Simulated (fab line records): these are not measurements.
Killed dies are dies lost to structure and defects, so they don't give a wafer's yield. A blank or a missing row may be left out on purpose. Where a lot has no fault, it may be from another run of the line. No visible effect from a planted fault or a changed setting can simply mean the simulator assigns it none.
Code-filled problem report in 8D (eight disciplines) form -- flow berkeley cmos170 -- the parts of the form that need people (team, actions taken, sign-off) are left out

== 1. THE PROBLEM ==
PLDD_TW at UCB170_PLDD_TW_MEAS_11 reads a mean of 1095 on 6 wafers of 2 lots; wafers without a fault read 1008 with a standard deviation of 4.2. Measured from the usual mean, that is +21 standard deviations.
The first sign was on wafer L916.1 at day 9 12:31, on film metro-02. The record has a number at this step for 42 wafers belonging to 14 lots. The rule behind "out" and "out of limits": a value lying over 4 standard deviations away from the usual mean. Any other wafer with a number is counted as sound.

== 2. WHAT IT IS, WHAT IT ISN'T ==
question,is,is not
which readings at this step,PLDD_TW,-
which lots,"L916, L919","L904, L906, L907, L908, L909, L913, L920, L922, L924, L925, L926, L927"
which wafers of those lots,all that have a number,-
read on which gauges,film metro-02,"film metro-01, film metro-03"
when,from day 9 12:31,"up to then (18 sound wafers); but 18 sound wafers of L920, L922, L924, L925, L926, L927 came after"

== 3. WHAT RULES OUT EACH SUSPECT ==
Counting: a tool at any process step up to the reading remains a suspect when it ran all the lots that are out and ran no sound lot after the first of those.
- the gauge at UCB170_PLDD_TW_MEAS_11: ruled out. All the wafers that are out were read on film metro-02, but those of them that UCB170_PLDD_IMPLANT_09 has rows for are out there too, on other tools.
- implanter-03 at UCB170_PLDD_IMPLANT_09: kept. It processed each lot that is out, first L916 at day 9 12:16, and no sound lot thereafter; up to then, the last sound lot it processed was L904 at day 7 15:57. On those wafers its own readings are out: beam on s, dose ions cm2, faraday current uA.
Remaining after the count: implanter-03 at UCB170_PLDD_IMPLANT_09.

== 4. THE CAUSE (what the simulator had put in) ==
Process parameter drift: implanter-03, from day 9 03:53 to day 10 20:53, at UCB170_PLDD_IMPLANT_09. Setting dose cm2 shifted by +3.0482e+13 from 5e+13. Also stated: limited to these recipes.
This tool alone remained once counting was done.

== 5. SEQUENCE OF EFFECTS, ordered by route ==
One row per reading whose mean, taken over the struck wafers that have a number, lies over 3 standard deviations from the usual. Only readings whose record carries a usual standard deviation are examined. hours: median over the lots of the time between each lot's start at the first step of this table that gives one and its start at this step. sigmas: the change, counted in usual standard deviations.
hours,step,reading,usual,on struck wafers,change,sigmas
0,UCB170_PLDD_IMPLANT_09,beam on s,10.01 s,13.06,+3.05,+15
0,UCB170_PLDD_IMPLANT_09,dose ions cm2,5e+13,8e+13,+3e+13,+99 or more
0,UCB170_PLDD_IMPLANT_09,faraday current uA,158,195,+37,+12
0,UCB170_PLDD_TW_MEAS_11,PLDD_TW,1008,1095,+87,+21
14,UCB170_SDANNEAL_RS_MEAS_04,PLDD_RS,1031.7 ohm/sq,837.5,-194.2,-84
Here are the process steps it includes:
- UCB170_PLDD_IMPLANT_09

== 6. HOW IT WOULD HAVE BEEN CAUGHT EARLIER ==
In this record the first reading out of limits at a measuring or inspecting step was taken at day 9 12:31, 9 hours after the fault began at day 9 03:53.
At UCB170_PLDD_IMPLANT_09, the tool's own readings (beam on s, dose ions cm2, faraday current uA) were out on each struck wafer the step has a row for, so an alarm limit on them would have fired on the first such wafer.
L919, from the lots that are out (2), started UCB170_PLDD_IMPLANT_09 on implanter-03 later than day 9 12:31. A hold on the tool at that time would have spared it.
